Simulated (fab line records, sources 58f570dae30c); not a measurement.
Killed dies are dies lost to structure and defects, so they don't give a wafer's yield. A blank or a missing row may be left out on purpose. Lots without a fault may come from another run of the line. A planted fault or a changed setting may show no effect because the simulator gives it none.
A struck lot beside a sound one | flow berkeley_cmos170 | 14 steps out of a route of 331
Sound: wafers L503.2, L503.4, L503.5. Struck: wafers L510.1, L510.3, L510.5. The cause comes at the end.
At each step with rows: each side's tool, then ch and its chambers, then its first start. Under that, the readings that differ: sound wafers | struck wafers | difference of the means | sigmas: that difference in standard deviations of wafers without a fault.
alike: readings whose means differ by less than 2 such deviations, and words and numbers that are the same on both sides. not compared: withheld readings, readings that some wafer has no value for, bounds like >300 that may hide the same value, and numbers for which the record gives no deviation and whose values overlap.
The two part at a step that has a row with sigmas, a row that says differs or no value, or rows on one side only. Numbers that don't overlap but have no deviation are shown without sigmas and don't part them. A reading that every wafer of one side lacks parts them only if that side has two wafers or more.

first, 3 steps without rows for these wafers: UCB170_M1_EXPOSE_06 (exposes mask METAL1, target cd 700 nm); UCB170_M1_PEB_07; UCB170_M1_DEVELOP_08 (develop time 45 s).
UCB170_M1_CD_MEAS_09: target cd 700 nm.
  sound on cd_sem-01, day 10 20:53; struck on cd_sem-01, day 12 04:20
  reading    | sound             | struck            | difference | sigmas
  cd_nm (nm) | 700.6 700.1 701.3 | 697.8 697.7 698.5 | -2.7       | -2
UCB170_M1_OVL_MEAS_10:
  sound on overlay-02, day 10 20:59; struck on overlay-01, day 12 04:28
  alike: M1_OVL
UCB170_M1_ETCH_11: etches BARC in N2/H2.
  sound on rie_diel-01 ch 1,2,3, day 10 21:01; struck on rie_diel-02 ch 0,1,2, day 12 04:30
  alike: drypump_motor_current_A, n2_flow_sccm, oes_product_au, rf_fwd_power_W, throttle_valve_pct
UCB170_M1_METAL_ETCH_12: etches Al in Cl2/BCl3, stops on PSG, target depth 780 nm, time 130 s.
  sound on rie_metal-03 ch 0, day 10 21:04; struck on rie_metal-03 ch 1, day 12 04:32
  reading               | sound             | struck            | difference | sigmas
  oes_product_au (a.u.) | 0.870 0.892 0.866 | 0.848 0.840 0.834 | -0.035     | -2
  alike: drypump_motor_current_A, mfc_cl2_sccm, rf_fwd_power_W, throttle_valve_pct
  not compared: rf_hours_counter_h
UCB170_M1_STRIP_13: strips in O2.
  sound on plasma_asher-04 ch 0,1, day 10 21:12; struck on plasma_asher-01 ch 0,1, day 12 04:41
  alike: drypump_motor_current_A, oes_product_au
  not compared: rf_hours_counter_h
UCB170_M1_CD_MEAS_90: target cd 700 nm.
  sound on cd_sem-02, day 10 21:19; struck on cd_sem-01, day 12 04:47
  alike: cd_nm
then, 1 step without rows for these wafers: UCB170_M1_ANNEAL_14 (time 1200 s).
UCB170_V1_CVD_00: deposits SiO2 from TEOS/O2, target thk 2000 nm, time 250 s.
  sound on pecvd-02 ch 0,1,2, day 10 23:39; struck on pecvd-03 ch 0,1,2, day 12 06:14
  alike: heater_power_w, rf_fwd_power_W
UCB170_V1_THK_MEAS_01:
  sound on film_metro-02, day 10 23:52; struck on film_metro-03, day 12 06:23
  alike: V1_TEOS_THK
UCB170_V1_CMP_02: polishes SiO2.
  sound on cmp-02 ch 1,3, day 10 23:55; struck on cmp-02 ch 0,2, day 12 06:26
  reading                 | sound             | struck            | difference | sigmas
  edge_zone_pressure_frac | 0.998 1.011 0.991 | 1.045 1.045 1.041 | +0.044     | +9
  alike: head_pressure_psi, motor_current_A, slurry_filter_dp_kPa, slurry_flow_ml_min
UCB170_V1_BOW_MEAS_03:
  sound on film_metro-02, day 11 00:14; struck on film_metro-04, day 12 06:44
  alike: V1_BOW

WHERE THEY PART
First at UCB170_M1_CD_MEAS_09; last, within this record, at UCB170_V1_CMP_02. Later steps at which nothing parts them and some readings are alike: UCB170_V1_BOW_MEAS_03.

WHY: what the simulator had put in
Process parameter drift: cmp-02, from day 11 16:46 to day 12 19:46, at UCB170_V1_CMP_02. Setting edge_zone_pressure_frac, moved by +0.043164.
